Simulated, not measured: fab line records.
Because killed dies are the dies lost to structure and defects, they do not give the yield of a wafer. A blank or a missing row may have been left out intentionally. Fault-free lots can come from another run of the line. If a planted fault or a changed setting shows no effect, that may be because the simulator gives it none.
Which of the tools did it? -- flow berkeleyCmos170 -- Sampling: 14 lots, 42 wafers, 5 of 331 route steps

WHAT THE GAUGES READ, wafer by wafer
UCB170_M3_CD_MEAS_90: the cd target is 700 nm. Usual: cdNm 700.9 nm, standard deviation 2.9.
lot,measured,on,cdNm (nm),flag
L211,day 8 13:03,cdSem-01,698.7 702.2 702.7,
L213,day 9 04:10,cdSem-01,704.8 704.1 704.7,
L215,day 9 15:53,cdSem-01,702.6 700.0 697.5,
L216,day 9 20:11,cdSem-02,696.1 700.8 696.2,
L214,day 10 00:44,cdSem-01,703.6 703.0 702.8,
L218,day 10 09:40,cdSem-01,703.6 709.3 698.8,
L225,day 11 14:58,cdSem-02,708.0 699.8 706.9,
L228,day 12 16:30,cdSem-02,699.9 698.2 702.0,
L229,day 12 18:38,cdSem-02,706.2 702.4 703.4,
L231,day 13 05:28,cdSem-02,700.7 699.4 699.2,
L233,day 13 05:55,cdSem-02,702.2 700.5 701.2,
L230,day 13 11:23,cdSem-01,701.5 700.5 701.8,
L232,day 13 10:47,cdSem-02,702.1 702.9 700.6,
L234,day 14 02:35,cdSem-02,697.7 698.4 697.4,

EACH LOT AND THE TOOL THAT RAN IT (in order: tool; ch and the chambers of the sampled wafers; start)
lot,UCB170_V1_CMP_02,UCB170_M3_COAT_10,UCB170_M3_ETCH_17,UCB170_M3_STRIP_19
L211,"cmp-01 ch 1,3, day 8 02:08","lithoTrack-03 ch 0, day 8 11:00","rieDiel-01 ch 1,2,3, day 8 12:43","plasmaAsher-01 ch 0,1, day 8 12:57"
L213,"cmp-02 ch 0,2,3, day 8 16:33","lithoTrack-02 ch 0, day 9 02:00","rieDiel-04 ch 1,2, day 9 03:49","plasmaAsher-04 ch 0,1, day 9 04:03"
L215,"cmp-01 ch 0,1, day 9 05:28","lithoTrack-02 ch 0, day 9 14:00","rieDiel-03 ch 1,2,3, day 9 15:34","plasmaAsher-04 ch 0,1, day 9 15:47"
L216,"cmp-02 ch 0,1,2, day 9 08:04","lithoTrack-03 ch 0, day 9 18:00","rieDiel-03 ch 0,1,3, day 9 19:51","plasmaAsher-04 ch 0,1, day 9 20:05"
L214,"cmp-01 ch 0,2,3, day 9 09:27","lithoTrack-02 ch 0, day 9 23:00","rieDiel-03 ch 0,1,2, day 10 00:23","plasmaAsher-01 ch 0,1, day 10 00:37"
L218,"cmp-02 ch 0,3, day 9 20:53","lithoTrack-02 ch 0, day 10 07:00","rieDiel-04 ch 0,1, day 10 09:17","plasmaAsher-01 ch 0,1, day 10 09:33"
L225,"cmp-01 ch 1,2,3, day 11 02:55","lithoTrack-03 ch 0, day 11 13:00","rieDiel-04 ch 1,2, day 11 14:32","plasmaAsher-03 ch 0,1, day 11 14:46"
L228,"cmp-02 ch 0,3, day 12 05:22","lithoTrack-03 ch 0, day 12 15:00","rieDiel-04 ch 0,3, day 12 16:08","plasmaAsher-03 ch 0,1, day 12 16:24"
L229,"cmp-02 ch 0,1,2, day 12 06:49","lithoTrack-04 ch 0, day 12 17:00","rieDiel-01 ch 0,2, day 12 18:18","plasmaAsher-04 ch 0, day 12 18:32"
L231,"cmp-01 ch 2,3, day 12 18:19","lithoTrack-02 ch 0, day 13 04:00","rieDiel-01 ch 1,2,3, day 13 05:07","plasmaAsher-01 ch 0,1, day 13 05:20"
L233,"cmp-02 ch 0,2, day 12 19:42","lithoTrack-03 ch 0, day 13 04:00","rieDiel-01 ch 0,2,3, day 13 05:34","plasmaAsher-04 ch 1, day 13 05:47"
L230,"cmp-01 ch 1,2, day 12 20:59","lithoTrack-04 ch 0, day 13 10:00","rieDiel-03 ch 0,2,3, day 13 11:01","plasmaAsher-04 ch 0,1, day 13 11:16"
L232,"cmp-02 ch 1,2, day 12 21:02","lithoTrack-02 ch 0, day 13 09:00","rieDiel-01 ch 0,1,3, day 13 10:28","plasmaAsher-01 ch 0,1, day 13 10:41"
L234,"cmp-02 ch 0,1,2, day 13 14:05","lithoTrack-02 ch 0, day 14 01:00","rieDiel-01 ch 0,3, day 14 02:12","plasmaAsher-03 ch 0,1, day 14 02:28"
- UCB170_V1_CMP_02: polishes SiO2.
- UCB170_M3_COAT_10: resist thk 900 nm.
- UCB170_M3_ETCH_17: etches BARC in N2/H2.
- UCB170_M3_STRIP_19: strips in O2.

AS READ BY THE TOOLS THEMSELVES (means over the sampled wafers that have a number; for cases with no such wafer, the mark the record gives instead)
UCB170_V1_CMP_02. Usual: motorCurrentA 17.2 A, standard deviation 1.5.
lot,tool,motorCurrentA (A),flag
L211,cmp-01,16.5,
L213,cmp-02,17.5,
L215,cmp-01,17.2,
L216,cmp-02,17.5,
L214,cmp-01,17.5,
L218,cmp-02,19.2,
L225,cmp-01,16.7,
L228,cmp-02,18.9,
L229,cmp-02,17.3,
L231,cmp-01,16.2,
L233,cmp-02,15.2,
L230,cmp-01,16.7,
L232,cmp-02,16.1,
L234,cmp-02,17.0,

UCB170_M3_COAT_10. Usual: chillPlateTempC 23.00 C, standard deviation 0.099; spinSpeedRpm 1500.0 rpm, standard deviation 0.81.
lot,tool,chillPlateTempC (C),spinSpeedRpm (rpm),flag
L211,lithoTrack-03,23.19,1499.5,
L213,lithoTrack-02,23.01,1499.4,
L215,lithoTrack-02,23.10,1499.8,
L216,lithoTrack-03,22.90,1500.7,
L214,lithoTrack-02,23.10,1338.9,OFF
L218,lithoTrack-02,22.99,1340.2,OFF
L225,lithoTrack-03,22.96,1500.5,
L228,lithoTrack-03,23.06,1500.3,
L229,lithoTrack-04,22.96,1499.3,
L231,lithoTrack-02,23.10,1500.5,
L233,lithoTrack-03,23.01,1500.7,
L230,lithoTrack-04,22.91,1500.6,
L232,lithoTrack-02,22.92,1500.1,
L234,lithoTrack-02,22.88,1499.3,

UCB170_M3_ETCH_17. Usual: drypumpMotorCurrentA 5.7 A, standard deviation 0.43; h2FlowSccm 199.9 sccm, standard deviation 0.56; oesProductAu 0.988 a.u., standard deviation 0.023; throttleValvePct 13.38 %, standard deviation 0.17.
lot,tool,drypumpMotorCurrentA (A),h2FlowSccm (sccm),oesProductAu (a.u.),throttleValvePct (%),flag
L211,rieDiel-01,6.1,200.3,0.982,13.30,
L213,rieDiel-04,6.0,199.0,0.980,13.40,
L215,rieDiel-03,5.6,199.9,1.003,13.34,
L216,rieDiel-03,5.4,199.8,0.992,13.21,
L214,rieDiel-03,5.2,200.5,1.007,13.43,
L218,rieDiel-04,6.1,199.6,0.961,13.29,
L225,rieDiel-04,6.0,200.1,0.972,13.39,
L228,rieDiel-04,5.7,200.1,0.979,13.34,
L229,rieDiel-01,5.8,200.3,0.967,13.41,
L231,rieDiel-01,6.1,199.7,0.994,13.30,
L233,rieDiel-01,5.8,200.3,0.985,13.45,
L230,rieDiel-03,5.4,199.4,1.015,13.35,
L232,rieDiel-01,5.9,200.2,0.984,13.45,
L234,rieDiel-01,5.7,199.9,0.984,13.59,

UCB170_M3_STRIP_19. Usual: drypumpMotorCurrentA 5.79 A, standard deviation 0.27; oesProductAu 0.551 a.u., standard deviation 0.02.
lot,tool,drypumpMotorCurrentA (A),oesProductAu (a.u.),flag
L211,plasmaAsher-01,5.95,0.551,
L213,plasmaAsher-04,5.63,0.569,
L215,plasmaAsher-04,5.65,0.540,
L216,plasmaAsher-04,5.77,0.546,
L214,plasmaAsher-01,5.73,0.623,OFF
L218,plasmaAsher-01,5.70,0.599,
L225,plasmaAsher-03,5.87,0.550,
L228,plasmaAsher-03,5.85,0.532,
L229,plasmaAsher-04,5.52,0.572,
L231,plasmaAsher-01,5.98,0.540,
L233,plasmaAsher-04,5.93,0.546,
L230,plasmaAsher-04,5.65,0.535,
L232,plasmaAsher-01,5.69,0.561,
L234,plasmaAsher-03,5.81,0.545,

THE ANSWER, worked out from the rows above alone
Rule: a lot counts as off when the mean over its wafers that have a number is more than 3 standard deviations away from the usual mean. Also off: a lot with no number at a reading for which 4 or more lots have one. Any other lot the step has rows for is counted as sound. First the gauges in route order, then the tools' own readings, where a lot's mean is used as printed above. At the first step where some lot is off, the reading lying furthest off is the one used; lots without a number count as furthest.
Off at UCB170_M3_COAT_10 (spinSpeedRpm): L214, L218.
If a tool, at that step or one of the process steps before it, ran each lot that is off and ran no sound lot following the first of them, it fits. Not one of the candidates tried fits.

WHAT WAS PUT IN BY THE SIMULATOR
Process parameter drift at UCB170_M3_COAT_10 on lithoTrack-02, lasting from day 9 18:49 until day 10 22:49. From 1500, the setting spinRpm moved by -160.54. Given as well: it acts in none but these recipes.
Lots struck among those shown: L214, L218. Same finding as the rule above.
